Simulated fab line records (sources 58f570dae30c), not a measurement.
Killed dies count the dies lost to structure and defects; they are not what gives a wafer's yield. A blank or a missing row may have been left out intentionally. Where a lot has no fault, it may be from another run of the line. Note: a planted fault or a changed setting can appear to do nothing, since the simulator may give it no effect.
Check for tools in common | flow berkeleyCmos170 | Sampled: 14 lots, 42 wafers

== WHY IT WAS OPENED ==
At UCB170_NLDD_TW_MEAS_11 the reading NLDD_TW is flagged on 2 of 14 lots. Wafers without a fault read 2234, standard deviation 13.
Rule: a lot gets a flag if all its wafers with a number sit over 4 standard deviations from that mean, or if no wafer of it has a number. All remaining lots are regarded as sound.

lot  | measured     | on           | NLDD_TW, wafer by wafer | flag
L290 | day 6 20:39  | filmMetro-04 | 2253 2255 2251          | 
L293 | day 7 13:37  | filmMetro-03 | 2225 2223 2219          | 
L292 | day 7 13:44  | filmMetro-04 | 2259 2245 2255          | 
L295 | day 7 14:02  | filmMetro-03 | 2224 2219 2227          | 
L299 | day 7 23:34  | filmMetro-01 | 2252 2246 2249          | 
L300 | day 8 11:56  | filmMetro-04 | 2395 2400 2403          | FLAGGED
L301 | day 8 18:55  | filmMetro-01 | 2364 2357 2350          | FLAGGED
L305 | day 9 12:01  | filmMetro-03 | 2222 2231 2222          | 
L306 | day 9 12:18  | filmMetro-03 | 2228 2221 2221          | 
L307 | day 10 02:06 | filmMetro-03 | 2225 2235 2236          | 
L308 | day 10 08:31 | filmMetro-04 | 2250 2249 2241          | 
L309 | day 10 15:30 | filmMetro-04 | 2245 2249 2248          | 
L311 | day 10 15:47 | filmMetro-01 | 2233 2247 2234          | 
L312 | day 11 03:16 | filmMetro-01 | 2218 2218 2219          | 
Average over the flagged lots: 2378; offset from the usual +144, equal to +11 standard deviations.

== WHICH TOOL RAN EACH LOT ==
Before the reading, the record contains 2 process steps out of a 331-step route. Cell contents, in order: the tool; ch with the chambers the sampled wafers went through; the start.
lot  | flag    | UCB170_ACTIVE_ETCH_15            | UCB170_NLDD_IMPLANT_08
L290 |         | rieDiel-02 ch 0,3, day 4 13:09   | implanter-01 ch 0, day 6 20:16
L293 |         | rieDiel-01 ch 0,1,2, day 5 03:21 | implanter-03 ch 0, day 7 13:13
L292 |         | rieDiel-02 ch 0,2,3, day 5 03:35 | implanter-02 ch 0, day 7 13:20
L295 |         | rieDiel-02 ch 0,2,3, day 5 11:56 | implanter-02 ch 0, day 7 13:40
L299 |         | rieDiel-01 ch 1,2,3, day 6 00:04 | implanter-01 ch 0, day 7 23:10
L300 | FLAGGED | rieDiel-01 ch 0,2,3, day 6 06:16 | implanter-01 ch 0, day 8 11:32
L301 | FLAGGED | rieDiel-01 ch 0,2,3, day 6 20:36 | implanter-01 ch 0, day 8 18:31
L305 |         | rieDiel-02 ch 2,3, day 7 15:37   | implanter-02 ch 0, day 9 11:37
L306 |         | rieDiel-01 ch 0,2,3, day 7 15:23 | implanter-03 ch 0, day 9 11:52
L307 |         | rieDiel-01 ch 1,2, day 8 01:20   | implanter-02 ch 0, day 10 01:42
L308 |         | rieDiel-01 ch 1,2,3, day 8 05:02 | implanter-02 ch 0, day 10 08:07
L309 |         | rieDiel-01 ch 0,1,2, day 8 18:16 | implanter-02 ch 0, day 10 15:06
L311 |         | rieDiel-03 ch 0,2,3, day 8 17:47 | implanter-03 ch 0, day 10 15:23
L312 |         | rieDiel-01 ch 1,2,3, day 9 02:16 | implanter-02 ch 0, day 11 02:54
What the steps here do:
- UCB170_ACTIVE_ETCH_15: etches Si3N4 in CH3F/Ar/O2, stops on SiO2, target depth 242 nm, time 151 s.
- UCB170_NLDD_IMPLANT_08
- UCB170_NLDD_TW_MEAS_11

== FLAGGED OVER TOTAL, TOOL BY TOOL (the gauges that took the reading come last) ==
step                   | tool         | lots run | flagged | share of the flagged lots | sound lots run after its first flagged lot
UCB170_ACTIVE_ETCH_15  | rieDiel-01   | 9        | 2       | all                       | 5 (L306,L307,L308,L309,L312)
UCB170_ACTIVE_ETCH_15  | rieDiel-02   | 4        | 0       | none                      | -
UCB170_ACTIVE_ETCH_15  | rieDiel-03   | 1        | 0       | none                      | -
UCB170_NLDD_IMPLANT_08 | implanter-01 | 4        | 2       | all                       | 0
UCB170_NLDD_IMPLANT_08 | implanter-02 | 7        | 0       | none                      | -
UCB170_NLDD_IMPLANT_08 | implanter-03 | 3        | 0       | none                      | -
UCB170_NLDD_TW_MEAS_11 | filmMetro-01 | 4        | 1       | some                      | 2 (L311,L312)
UCB170_NLDD_TW_MEAS_11 | filmMetro-03 | 5        | 0       | none                      | -
UCB170_NLDD_TW_MEAS_11 | filmMetro-04 | 5        | 1       | some                      | 2 (L308,L309)

== WHAT IS ALLOWED BY THE TABLE ==
Every flagged lot went through 2 rows of the table: rieDiel-01 at UCB170_ACTIVE_ETCH_15 and implanter-01 at UCB170_NLDD_IMPLANT_08.
- rieDiel-01 at UCB170_ACTIVE_ETCH_15: 2 of its 9 lots flagged. Sound lots followed the first flagged one (L306, L307, L308, L309, L312) on it, something a lasting fault affecting the whole tool could not allow.
- implanter-01 at UCB170_NLDD_IMPLANT_08: 2 of its 4 lots flagged. It ran its last sound lot, L299, at day 7 23:10 and its first flagged lot, L300, at day 8 11:32: a fault with its onset between the two fits. Its own readings (doseIonsCm2, faradayCurrentUA) fall more than 4 standard deviations out on all wafers of the flagged lots.
implanter-01 at UCB170_NLDD_IMPLANT_08 is the single tool remaining.

== WHAT HAD BEEN PUT IN BY THE SIMULATOR ==
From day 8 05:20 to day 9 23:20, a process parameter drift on implanter-01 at UCB170_NLDD_IMPLANT_08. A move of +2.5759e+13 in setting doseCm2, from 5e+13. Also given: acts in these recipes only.
Struck lots among those shown: L300, L301. The rule above reached the same finding.
